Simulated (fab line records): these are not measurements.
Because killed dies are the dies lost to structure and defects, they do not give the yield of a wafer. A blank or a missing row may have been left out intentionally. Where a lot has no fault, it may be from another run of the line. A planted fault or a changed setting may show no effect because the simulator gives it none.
fab line records || flow ritCmos || part 2 of 2: steps 25 to 25 of 25
record: {"lots": 5, "wafers": 27}
route steps=202 shown ACTIVE@11 FOX2@23 NRETRO@58 GATE@78 SPACER@130 NSD@131 PSD@151 SDANNEAL@153 SILICIDE@162 M1@202
startH: hours from the record's opening day to when the first of the lot's shown wafers began || waitH: time in hours since the lot's previous step || " repeats the value in the row above || L1.1+2: a single row standing in for several wafers || - no value present, or no start provided || * or withheld: withheld || < > ~ a bound
route shown NAME@n: a module of which the file shows steps, and the number in the route of the first || usual: mean and standard deviation over wafers with no fault || same: alike in all rows || chamber/n: place in a boat || sites: the reading at each site || _std_site: their standard deviation || _edge_site: outer sites' mean less inner sites' || radiusMm: for every site, how far away it sits from the centre of the wafer || mask NAME#n: copy n || behind: the last tool/chamber to shape the wafer || hold: the reason the lot was held/the length of the hold in hours/how it ended || device: the n, p or np transistor that did not switch || end of line: the route-end tests of the same wafers || a step without rows: its recipe alone || killed: count of dies lost to structure and defects at first sort (not the wafer's yield) || map: per-die view of a wafer (x killed, . not killed, _ where there is no die)
set.NAME: the run value of the setting; set.NAME@STEP: its run value at that earlier step || model.NAME: the simulator's own value behind a step, which no gauge read
lots whose settings were changed on purpose; a table a step, a row a wafer
== steps ==
step: RIT_M1_PROBE_99
usual: {"killedAtContacts": "0.1/0.25", "killedAtFrontEnd": "6.8/2.9", "killedDies": "6.8/2.9", "killedOpen": "3.3/1.9", "killedShort": "3.4/2"}
same: {"grossDies": 264, "killed_at_M0_to_M3": 0, "killed_at_M4_up": 0, "killedAtBackSide": 0, "killedAtOther": 0}
{"lot.wafer": "L077.2", "tool": "prober-01", "chamber": "-", "startH": 77.00, "waitH": 0.1, "set.developTimeS@ACTIVE_DEVELOP_10": 50, "set.oxTimeS@FOX2_OXIDATION_00": 1130, "set.timeS@SILICIDE_SPUTTER_01": 240, "killedAtContacts": 0, "killedAtFrontEnd": 3, "killedDies": 3, "killedOpen": 0, "killedShort": 3, "model.etest.nldd.widthNm": 3179, "model.etest.nplusSal.widthNm": 3468, "model.etest.npolyLine.lineOhmUm": 170.3, "model.etest.ppolyLine.lineOhmUm": 166.9, "model.etest.pwell.rsOhmSq": 419.9}
{"lot.wafer": "L077.3", "tool": "prober-01", "chamber": "-", "startH": 77.05, "waitH": 0.2, "set.developTimeS@ACTIVE_DEVELOP_10": 50, "set.oxTimeS@FOX2_OXIDATION_00": 1130, "set.timeS@SILICIDE_SPUTTER_01": 240, "killedAtContacts": 0, "killedAtFrontEnd": 4, "killedDies": 4, "killedOpen": 2, "killedShort": 2, "model.etest.nldd.widthNm": 3179, "model.etest.nplusSal.widthNm": 3453, "model.etest.npolyLine.lineOhmUm": 177.2, "model.etest.ppolyLine.lineOhmUm": 170.1, "model.etest.pwell.rsOhmSq": 410.8}
{"lot.wafer": "L077.6", "tool": "prober-01", "chamber": "-", "startH": 77.20, "waitH": 0.2, "set.developTimeS@ACTIVE_DEVELOP_10": 50, "set.oxTimeS@FOX2_OXIDATION_00": 1130, "set.timeS@SILICIDE_SPUTTER_01": 240, "killedAtContacts": 0, "killedAtFrontEnd": 4, "killedDies": 4, "killedOpen": 2, "killedShort": 2, "model.etest.nldd.widthNm": 3164, "model.etest.nplusSal.widthNm": 3460, "model.etest.npolyLine.lineOhmUm": 172.6, "model.etest.ppolyLine.lineOhmUm": 165.2, "model.etest.pwell.rsOhmSq": 414}
{"lot.wafer": "L078.1", "tool": "prober-02", "chamber": "-", "startH": 80.28, "waitH": 0.1, "set.developTimeS@ACTIVE_DEVELOP_10": 61.07, "set.oxTimeS@FOX2_OXIDATION_00": 1130, "set.timeS@SILICIDE_SPUTTER_01": 240, "killedAtContacts": 0, "killedAtFrontEnd": 10, "killedDies": 10, "killedOpen": 4, "killedShort": 6, "model.etest.nldd.widthNm": 3147, "model.etest.nplusSal.widthNm": 3432, "model.etest.npolyLine.lineOhmUm": 173.7, "model.etest.ppolyLine.lineOhmUm": 165.1, "model.etest.pwell.rsOhmSq": 410.5}
{"lot.wafer": "L078.2", "tool": "prober-02", "chamber": "-", "startH": 80.33, "waitH": 0.1, "set.developTimeS@ACTIVE_DEVELOP_10": 61.07, "set.oxTimeS@FOX2_OXIDATION_00": 1130, "set.timeS@SILICIDE_SPUTTER_01": 240, "killedAtContacts": 0, "killedAtFrontEnd": 9, "killedDies": 9, "killedOpen": 4, "killedShort": 5, "model.etest.nldd.widthNm": 3141, "model.etest.nplusSal.widthNm": 3440, "model.etest.npolyLine.lineOhmUm": 176.4, "model.etest.ppolyLine.lineOhmUm": 171.3, "model.etest.pwell.rsOhmSq": 407.9}
{"lot.wafer": "L078.3", "tool": "prober-02", "chamber": "-", "startH": 80.38, "waitH": 0.2, "set.developTimeS@ACTIVE_DEVELOP_10": 50, "set.oxTimeS@FOX2_OXIDATION_00": 1130, "set.timeS@SILICIDE_SPUTTER_01": 240, "killedAtContacts": 0, "killedAtFrontEnd": 264, "killedDies": 264, "killedOpen": 3, "killedShort": 6, "model.etest.nldd.widthNm": "-", "model.etest.nplusSal.widthNm": "-", "model.etest.npolyLine.lineOhmUm": "-", "model.etest.ppolyLine.lineOhmUm": "-", "model.etest.pwell.rsOhmSq": "-"}
{"lot.wafer": "L078.4", "tool": "prober-02", "chamber": "-", "startH": 80.43, "waitH": 0.2, "set.developTimeS@ACTIVE_DEVELOP_10": 50, "set.oxTimeS@FOX2_OXIDATION_00": 1130, "set.timeS@SILICIDE_SPUTTER_01": 240, "killedAtContacts": 1, "killedAtFrontEnd": 263, "killedDies": 264, "killedOpen": 7, "killedShort": 8, "model.etest.nldd.widthNm": "-", "model.etest.nplusSal.widthNm": "-", "model.etest.npolyLine.lineOhmUm": "-", "model.etest.ppolyLine.lineOhmUm": "-", "model.etest.pwell.rsOhmSq": "-"}
{"lot.wafer": "L078.5", "tool": "prober-02", "chamber": "-", "startH": 80.48, "waitH": 0.2, "set.developTimeS@ACTIVE_DEVELOP_10": 50, "set.oxTimeS@FOX2_OXIDATION_00": 1130, "set.timeS@SILICIDE_SPUTTER_01": 240, "killedAtContacts": 1, "killedAtFrontEnd": 6, "killedDies": 7, "killedOpen": 2, "killedShort": 5, "model.etest.nldd.widthNm": 3189, "model.etest.nplusSal.widthNm": 3493, "model.etest.npolyLine.lineOhmUm": 170.9, "model.etest.ppolyLine.lineOhmUm": 163.5, "model.etest.pwell.rsOhmSq": 408}
{"lot.wafer": "L078.6", "tool": "prober-02", "chamber": "-", "startH": 80.53, "waitH": 0.2, "set.developTimeS@ACTIVE_DEVELOP_10": 61.07, "set.oxTimeS@FOX2_OXIDATION_00": 1130, "set.timeS@SILICIDE_SPUTTER_01": 240, "killedAtContacts": 0, "killedAtFrontEnd": 264, "killedDies": 264, "killedOpen": 3, "killedShort": 3, "model.etest.nldd.widthNm": "-", "model.etest.nplusSal.widthNm": "-", "model.etest.npolyLine.lineOhmUm": "-", "model.etest.ppolyLine.lineOhmUm": "-", "model.etest.pwell.rsOhmSq": "-"}
{"lot.wafer": "L080.1", "tool": "prober-02", "chamber": "-", "startH": 92.22, "waitH": 0.1, "set.developTimeS@ACTIVE_DEVELOP_10": 50, "set.oxTimeS@FOX2_OXIDATION_00": 1130, "set.timeS@SILICIDE_SPUTTER_01": 150.5, "killedAtContacts": 0, "killedAtFrontEnd": 11, "killedDies": 11, "killedOpen": 5, "killedShort": 6, "model.etest.nldd.widthNm": 3184, "model.etest.nplusSal.widthNm": 3477, "model.etest.npolyLine.lineOhmUm": 219.7, "model.etest.ppolyLine.lineOhmUm": 211.2, "model.etest.pwell.rsOhmSq": 419.5}
{"lot.wafer": "L080.2", "tool": "prober-02", "chamber": "-", "startH": 92.27, "waitH": 0.1, "set.developTimeS@ACTIVE_DEVELOP_10": 37.17, "set.oxTimeS@FOX2_OXIDATION_00": 1130, "set.timeS@SILICIDE_SPUTTER_01": 150.5, "killedAtContacts": 0, "killedAtFrontEnd": 8, "killedDies": 8, "killedOpen": 2, "killedShort": 6, "model.etest.nldd.widthNm": 3194, "model.etest.nplusSal.widthNm": 3479, "model.etest.npolyLine.lineOhmUm": 221, "model.etest.ppolyLine.lineOhmUm": 207.9, "model.etest.pwell.rsOhmSq": 410.9}
{"lot.wafer": "L080.3", "tool": "prober-02", "chamber": "-", "startH": 92.32, "waitH": 0.2, "set.developTimeS@ACTIVE_DEVELOP_10": 50, "set.oxTimeS@FOX2_OXIDATION_00": 1130, "set.timeS@SILICIDE_SPUTTER_01": 240, "killedAtContacts": 0, "killedAtFrontEnd": 4, "killedDies": 4, "killedOpen": 2, "killedShort": 2, "model.etest.nldd.widthNm": 3177, "model.etest.nplusSal.widthNm": 3433, "model.etest.npolyLine.lineOhmUm": 160.7, "model.etest.ppolyLine.lineOhmUm": 155.3, "model.etest.pwell.rsOhmSq": 417}
{"lot.wafer": "L080.4", "tool": "prober-02", "chamber": "-", "startH": 92.37, "waitH": 0.2, "set.developTimeS@ACTIVE_DEVELOP_10": 37.17, "set.oxTimeS@FOX2_OXIDATION_00": 1130, "set.timeS@SILICIDE_SPUTTER_01": 240, "killedAtContacts": 0, "killedAtFrontEnd": 10, "killedDies": 10, "killedOpen": 6, "killedShort": 4, "model.etest.nldd.widthNm": 3194, "model.etest.nplusSal.widthNm": 3490, "model.etest.npolyLine.lineOhmUm": 159.3, "model.etest.ppolyLine.lineOhmUm": 154.3, "model.etest.pwell.rsOhmSq": 412.3}
{"lot.wafer": "L080.5", "tool": "prober-02", "chamber": "-", "startH": 92.42, "waitH": 0.2, "set.developTimeS@ACTIVE_DEVELOP_10": 50, "set.oxTimeS@FOX2_OXIDATION_00": 1130, "set.timeS@SILICIDE_SPUTTER_01": 240, "killedAtContacts": 0, "killedAtFrontEnd": 4, "killedDies": 4, "killedOpen": 2, "killedShort": 2, "model.etest.nldd.widthNm": 3156, "model.etest.nplusSal.widthNm": 3435, "model.etest.npolyLine.lineOhmUm": 160.1, "model.etest.ppolyLine.lineOhmUm": 153.7, "model.etest.pwell.rsOhmSq": 416}
{"lot.wafer": "L080.6", "tool": "prober-02", "chamber": "-", "startH": 92.47, "waitH": 0.2, "set.developTimeS@ACTIVE_DEVELOP_10": 37.17, "set.oxTimeS@FOX2_OXIDATION_00": 1130, "set.timeS@SILICIDE_SPUTTER_01": 150.5, "killedAtContacts": 0, "killedAtFrontEnd": 5, "killedDies": 5, "killedOpen": 2, "killedShort": 3, "model.etest.nldd.widthNm": 3203, "model.etest.nplusSal.widthNm": 3488, "model.etest.npolyLine.lineOhmUm": 225, "model.etest.ppolyLine.lineOhmUm": 211.3, "model.etest.pwell.rsOhmSq": 408.7}
{"lot.wafer": "L081.1", "tool": "prober-01", "chamber": "-", "startH": 97.04, "waitH": 0.1, "set.developTimeS@ACTIVE_DEVELOP_10": 50, "set.oxTimeS@FOX2_OXIDATION_00": 1605, "set.timeS@SILICIDE_SPUTTER_01": 240, "killedAtContacts": 0, "killedAtFrontEnd": 5, "killedDies": 5, "killedOpen": 0, "killedShort": 4, "model.etest.nldd.widthNm": 3012, "model.etest.nplusSal.widthNm": 3389, "model.etest.npolyLine.lineOhmUm": 170.1, "model.etest.ppolyLine.lineOhmUm": 161.2, "model.etest.pwell.rsOhmSq": 442.9}
{"lot.wafer": "L081.2", "tool": "prober-01", "chamber": "-", "startH": 97.09, "waitH": 0.1, "set.developTimeS@ACTIVE_DEVELOP_10": 66.7, "set.oxTimeS@FOX2_OXIDATION_00": 1605, "set.timeS@SILICIDE_SPUTTER_01": 240, "killedAtContacts": 0, "killedAtFrontEnd": 7, "killedDies": 7, "killedOpen": 3, "killedShort": 3, "model.etest.nldd.widthNm": 3018, "model.etest.nplusSal.widthNm": 3323, "model.etest.npolyLine.lineOhmUm": 166.5, "model.etest.ppolyLine.lineOhmUm": 160.6, "model.etest.pwell.rsOhmSq": 438.1}
{"lot.wafer": "L081.3", "tool": "prober-01", "chamber": "-", "startH": 97.14, "waitH": 0.2, "set.developTimeS@ACTIVE_DEVELOP_10": 66.7, "set.oxTimeS@FOX2_OXIDATION_00": 1605, "set.timeS@SILICIDE_SPUTTER_01": 240, "killedAtContacts": 0, "killedAtFrontEnd": 264, "killedDies": 264, "killedOpen": 6, "killedShort": 3, "model.etest.nldd.widthNm": "-", "model.etest.nplusSal.widthNm": "-", "model.etest.npolyLine.lineOhmUm": "-", "model.etest.ppolyLine.lineOhmUm": "-", "model.etest.pwell.rsOhmSq": "-"}
{"lot.wafer": "L081.4", "tool": "prober-01", "chamber": "-", "startH": 97.19, "waitH": 0.2, "set.developTimeS@ACTIVE_DEVELOP_10": 50, "set.oxTimeS@FOX2_OXIDATION_00": 1605, "set.timeS@SILICIDE_SPUTTER_01": 135.9, "killedAtContacts": 0, "killedAtFrontEnd": 264, "killedDies": 264, "killedOpen": 2, "killedShort": 2, "model.etest.nldd.widthNm": "-", "model.etest.nplusSal.widthNm": "-", "model.etest.npolyLine.lineOhmUm": "-", "model.etest.ppolyLine.lineOhmUm": "-", "model.etest.pwell.rsOhmSq": "-"}
{"lot.wafer": "L081.5", "tool": "prober-01", "chamber": "-", "startH": 97.24, "waitH": 0.2, "set.developTimeS@ACTIVE_DEVELOP_10": 66.7, "set.oxTimeS@FOX2_OXIDATION_00": 1605, "set.timeS@SILICIDE_SPUTTER_01": 135.9, "killedAtContacts": 0, "killedAtFrontEnd": 4, "killedDies": 4, "killedOpen": 1, "killedShort": 2, "model.etest.nldd.widthNm": 2990, "model.etest.nplusSal.widthNm": 3341, "model.etest.npolyLine.lineOhmUm": 244.1, "model.etest.ppolyLine.lineOhmUm": 226.6, "model.etest.pwell.rsOhmSq": 444.9}
{"lot.wafer": "L081.6", "tool": "prober-01", "chamber": "-", "startH": 97.29, "waitH": 0.2, "set.developTimeS@ACTIVE_DEVELOP_10": 50, "set.oxTimeS@FOX2_OXIDATION_00": 1605, "set.timeS@SILICIDE_SPUTTER_01": 135.9, "killedAtContacts": 0, "killedAtFrontEnd": 264, "killedDies": 264, "killedOpen": 1, "killedShort": 0, "model.etest.nldd.widthNm": "-", "model.etest.nplusSal.widthNm": "-", "model.etest.npolyLine.lineOhmUm": "-", "model.etest.ppolyLine.lineOhmUm": "-", "model.etest.pwell.rsOhmSq": "-"}
{"lot.wafer": "L084.1", "tool": "prober-02", "chamber": "-", "startH": 109.13, "waitH": 0.1, "set.developTimeS@ACTIVE_DEVELOP_10": 50, "set.oxTimeS@FOX2_OXIDATION_00": 873.7, "set.timeS@SILICIDE_SPUTTER_01": 240, "killedAtContacts": 0, "killedAtFrontEnd": 264, "killedDies": 264, "killedOpen": 5, "killedShort": 2, "model.etest.nldd.widthNm": "-", "model.etest.nplusSal.widthNm": "-", "model.etest.npolyLine.lineOhmUm": "-", "model.etest.ppolyLine.lineOhmUm": "-", "model.etest.pwell.rsOhmSq": "-"}
{"lot.wafer": "L084.2", "tool": "prober-02", "chamber": "-", "startH": 109.18, "waitH": 0.1, "set.developTimeS@ACTIVE_DEVELOP_10": 50, "set.oxTimeS@FOX2_OXIDATION_00": 873.7, "set.timeS@SILICIDE_SPUTTER_01": 240, "killedAtContacts": 0, "killedAtFrontEnd": 6, "killedDies": 6, "killedOpen": 2, "killedShort": 4, "model.etest.nldd.widthNm": 3224, "model.etest.nplusSal.widthNm": 3479, "model.etest.npolyLine.lineOhmUm": 167.9, "model.etest.ppolyLine.lineOhmUm": 161.2, "model.etest.pwell.rsOhmSq": 402.9}
{"lot.wafer": "L084.3", "tool": "prober-02", "chamber": "-", "startH": 109.23, "waitH": 0.2, "set.developTimeS@ACTIVE_DEVELOP_10": 26.22, "set.oxTimeS@FOX2_OXIDATION_00": 873.7, "set.timeS@SILICIDE_SPUTTER_01": 240, "killedAtContacts": 0, "killedAtFrontEnd": 264, "killedDies": 264, "killedOpen": 3, "killedShort": 2, "model.etest.nldd.widthNm": "-", "model.etest.nplusSal.widthNm": "-", "model.etest.npolyLine.lineOhmUm": "-", "model.etest.ppolyLine.lineOhmUm": "-", "model.etest.pwell.rsOhmSq": "-"}
{"lot.wafer": "L084.4", "tool": "prober-02", "chamber": "-", "startH": 109.28, "waitH": 0.2, "set.developTimeS@ACTIVE_DEVELOP_10": 26.22, "set.oxTimeS@FOX2_OXIDATION_00": 873.7, "set.timeS@SILICIDE_SPUTTER_01": 240, "killedAtContacts": 0, "killedAtFrontEnd": 10, "killedDies": 10, "killedOpen": 3, "killedShort": 7, "model.etest.nldd.widthNm": 3287, "model.etest.nplusSal.widthNm": 3542, "model.etest.npolyLine.lineOhmUm": 169.1, "model.etest.ppolyLine.lineOhmUm": 160.6, "model.etest.pwell.rsOhmSq": 403.9}
{"lot.wafer": "L084.5", "tool": "prober-02", "chamber": "-", "startH": 109.33, "waitH": 0.2, "set.developTimeS@ACTIVE_DEVELOP_10": 50, "set.oxTimeS@FOX2_OXIDATION_00": 873.7, "set.timeS@SILICIDE_SPUTTER_01": 240, "killedAtContacts": 0, "killedAtFrontEnd": 6, "killedDies": 6, "killedOpen": 1, "killedShort": 5, "model.etest.nldd.widthNm": 3203, "model.etest.nplusSal.widthNm": 3491, "model.etest.npolyLine.lineOhmUm": 166.4, "model.etest.ppolyLine.lineOhmUm": 161.4, "model.etest.pwell.rsOhmSq": 401.7}
{"lot.wafer": "L084.6", "tool": "prober-02", "chamber": "-", "startH": 109.38, "waitH": 0.2, "set.developTimeS@ACTIVE_DEVELOP_10": 26.22, "set.oxTimeS@FOX2_OXIDATION_00": 873.7, "set.timeS@SILICIDE_SPUTTER_01": 240, "killedAtContacts": 0, "killedAtFrontEnd": 264, "killedDies": 264, "killedOpen": 6, "killedShort": 6, "model.etest.nldd.widthNm": "-", "model.etest.nplusSal.widthNm": "-", "model.etest.npolyLine.lineOhmUm": "-", "model.etest.ppolyLine.lineOhmUm": "-", "model.etest.pwell.rsOhmSq": "-"}
killed by level:class
L077.2 FOX1:geometricParticle:short=1 FOX2:geometricParticle:short=1 GATE:geometricParticle:short=1
L077.3 GATE:geometricParticle:short=2 GATE:geometricParticle:open=1 SILICIDE:geometricParticle:open=1
L077.6 GATE:geometricParticle:open=2 FOX1:geometricParticle:short=1 SILICIDE:geometricParticle:short=1
L078.1 SPACER:geometricParticle:short=3 REOX:geometricParticle:short=2 SILICIDE:geometricParticle:open=2 GATE:geometricParticle:short=1 GATE:geometricParticle:open=1 SPACER:geometricParticle:open=1
L078.2 GATE:geometricParticle:short=3 GATE:geometricParticle:open=3 SPACER:geometricParticle:short=1 SPACER:geometricParticle:open=1 SILICIDE:geometricParticle:short=1
L078.3 SPACER:areaEtchback=255 GATE:geometricParticle:short=2 GATE:geometricParticle:open=2 SILICIDE:geometricParticle:short=2 FOX1:geometricParticle:short=1 SPACER:geometricParticle:short=1 SILICIDE:geometricParticle:open=1
L078.4 SPACER:areaEtchback=249 GATE:geometricParticle:open=4 GATE:geometricParticle:short=3 FOX2:geometricParticle:open=2 SPACER:geometricParticle:short=2 FOX2:geometricParticle:short=1 SPACER:geometricParticle:open=1 SILICIDE:geometricParticle:short=1
L078.5 FOX2:geometricParticle:short=1 GATE:geometricParticle:short=1 SPACER:geometricParticle:short=1 SPACER:geometricParticle:open=1 SILICIDE:geometricParticle:short=1 SILICIDE:geometricParticle:open=1 CONTACT:geometricParticle:short=1
L078.6 SPACER:areaEtchback=258 GATE:geometricParticle:short=3 FOX1:geometricParticle:open=1 SPACER:geometricParticle:open=1 SILICIDE:geometricParticle:open=1
L080.1 FOX2:geometricParticle:open=2 GATE:geometricParticle:open=2 ACTIVE:geometricParticle:open=1 FOX1:geometricParticle:short=1 FOX2:geometricParticle:short=1 GATE:geometricParticle:short=1 REOX:geometricParticle:short=1 SPACER:geometricParticle:short=1
L080.2 GATE:geometricParticle:short=3 GATE:geometricParticle:open=2 SILICIDE:geometricParticle:short=2 FOX2:geometricParticle:short=1
L080.3 GATE:geometricParticle:open=2 GATE:geometricParticle:short=1 SPACER:geometricParticle:short=1
L080.4 GATE:geometricParticle:open=3 SILICIDE:geometricParticle:short=2 FOX1:geometricParticle:open=1 GATE:geometricParticle:short=1 REOX:geometricParticle:open=1 SPACER:geometricParticle:open=1 SPACER:geometricParticle:short=1
L080.5 GATE:geometricParticle:open=2 ACTIVE:geometricParticle:short=1 GATE:geometricParticle:short=1
L080.6 GATE:geometricParticle:short=2 FOX2:geometricParticle:open=1 GATE:geometricParticle:open=1 REOX:geometricParticle:short=1
L081.1 GATE:geometricParticle:short=3 REOX:geometricParticle:short=1 PRETRO:coatMicrobubblePrinted=1
L081.2 GATE:geometricParticle:open=2 GATE:geometricParticle:short=2 FOX1:geometricParticle:short=1 FOX2:geometricParticle:open=1 PRETRO:coatMicrobubblePrinted=1
L081.3 SPACER:areaEtchback=255 GATE:geometricParticle:open=4 FOX2:geometricParticle:open=2 GATE:geometricParticle:short=2 FOX2:geometricParticle:short=1
L081.4 SPACER:areaEtchback=259 GATE:geometricParticle:open=2 FOX2:geometricParticle:short=1 GATE:geometricParticle:short=1 PRETRO:coatMicrobubblePrinted=1
L081.5 GATE:geometricParticle:open=1 GATE:geometricParticle:short=1 SILICIDE:geometricParticle:short=1 PRETRO:coatMicrobubblePrinted=1
L081.6 SPACER:areaEtchback=263 FOX2:geometricParticle:open=1
L084.1 SPACER:areaEtchback=257 FOX1:geometricParticle:open=2 GATE:geometricParticle:short=2 FOX2:geometricParticle:open=1 GATE:geometricParticle:open=1 SPACER:geometricParticle:open=1
L084.2 GATE:geometricParticle:short=2 SPACER:geometricParticle:short=2 FOX1:geometricParticle:open=1 FOX2:geometricParticle:open=1
L084.3 SPACER:areaEtchback=259 GATE:geometricParticle:short=2 GATE:geometricParticle:open=2 REOX:geometricParticle:open=1
L084.4 SPACER:geometricParticle:short=3 FOX1:geometricParticle:short=2 FOX1:geometricParticle:open=1 FOX2:geometricParticle:short=1 GATE:geometricParticle:short=1 GATE:geometricParticle:open=1 SILICIDE:geometricParticle:open=1
L084.5 FOX1:geometricParticle:short=3 GATE:geometricParticle:short=2 FOX2:geometricParticle:open=1
L084.6 SPACER:areaEtchback=252 GATE:geometricParticle:open=4 GATE:geometricParticle:short=3 SILICIDE:geometricParticle:open=2 FOX1:geometricParticle:short=1 REOX:geometricParticle:short=1 SPACER:geometricParticle:short=1
== key ==
split: {"step": "RIT_ACTIVE_DEVELOP_10", "setting": "developTimeS", "stated": 50, "by": "wafer"}
response: {"step": "RIT_ACTIVE_CD_MEAS_11", "reading": "cdNm", "change": -1.25, "per": "1%", "r": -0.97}
response: {"step": "RIT_ACTIVE_ETCH_13", "reading": "model.ACTIVE.cdNm", "change": -1.24, "per": "1%", "r": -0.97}
response: {"step": "RIT_ACTIVE_CD_MEAS_90", "reading": "cdNm", "change": -1.24, "per": "1%", "r": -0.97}
response: {"step": "RIT_M1_PROBE_99", "reading": "model.etest.nplusSal.widthNm", "change": -1.51, "per": "1%", "r": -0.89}
split: {"step": "RIT_FOX2_OXIDATION_00", "setting": "oxTimeS", "stated": 1130, "by": "lot"}
response: {"step": "RIT_FOX2_OXIDATION_00", "reading": "model.SiO2_of_FOX2_OXIDATION_00.thkNm", "change": "+2.14", "per": "1%", "r": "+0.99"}
response: {"step": "RIT_FOX2_OXIDATION_00", "reading": "model.Si3N4_of_ACTIVE_CVD_03.thkNm", "change": -0.06, "per": "1%", "r": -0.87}
response: {"step": "RIT_FOX2_THK_MEAS_01", "reading": "FOX2_OXIDE_THK", "change": "+2.14", "per": "1%", "r": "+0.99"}
response: {"step": "RIT_FOX2_THK_MEAS_90", "reading": "FIELD_OXIDE_LEFT_1_THK", "change": "+2.13", "per": "1%", "r": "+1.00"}
response: {"step": "RIT_FOX2_THK_MEAS_91", "reading": "FIELD_OXIDE_LEFT_2_THK", "change": "+2.14", "per": "1%", "r": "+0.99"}
response: {"step": "RIT_M1_PROBE_99", "reading": "model.etest.nldd.widthNm", "change": -3.69, "per": "1%", "r": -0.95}
response: {"step": "RIT_M1_PROBE_99", "reading": "model.etest.pwell.rsOhmSq", "change": "+0.626", "per": "1%", "r": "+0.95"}
split: {"step": "RIT_NRETRO_DEVELOP_05", "setting": "developTimeS", "stated": 68, "by": "wafer"}
response none clear
split: {"step": "RIT_SPACER_ETCHBACK_05", "setting": "timeS", "stated": 240, "by": "wafer"}
response: {"step": "RIT_SPACER_ETCHBACK_05", "reading": "oesProductAu", "change": -0.00496, "per": "1%", "r": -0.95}
response: {"step": "RIT_SPACER_ETCHBACK_05", "reading": "model.etch.depthNm", "change": "+1.34", "per": "1%", "r": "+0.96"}
response: {"step": "RIT_SPACER_ETCHBACK_05", "reading": "model.SiO2_of_FOX2_OXIDATION_00.thkNm", "change": -0.419, "per": "1%", "r": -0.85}
response: {"step": "RIT_SPACER_ETCHBACK_05", "reading": "model.poly-Si_of_GATE_CVD_08.thkNm", "change": -0.674, "per": "1%", "r": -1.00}
response: {"step": "RIT_SDANNEAL_CLEAN_00", "reading": "model.Si3N4_of_SPACER_CVD_03.thkNm", "change": -0.534, "per": "1%", "r": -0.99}
split: {"step": "RIT_SILICIDE_SPUTTER_01", "setting": "timeS", "stated": 240, "by": "wafer"}
response: {"step": "RIT_SILICIDE_SPUTTER_01", "reading": "model.Ti_of_SILICIDE_SPUTTER_01.thkNm", "change": "+0.294", "per": "1%", "r": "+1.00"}
response: {"step": "RIT_SILICIDE_RS_MEAS_02", "reading": "SILICIDE_TI_RS", "change": -1.12, "per": "1%", "r": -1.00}
response: {"step": "RIT_SILICIDE_THK_MEAS_03", "reading": "SILICIDE_TI_THK", "change": "+0.292", "per": "1%", "r": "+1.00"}
response: {"step": "RIT_M1_PROBE_99", "reading": "model.etest.npolyLine.lineOhmUm", "change": -1.69, "per": "1%", "r": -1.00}
response: {"step": "RIT_M1_PROBE_99", "reading": "model.etest.ppolyLine.lineOhmUm", "change": -1.5, "per": "1%", "r": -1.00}
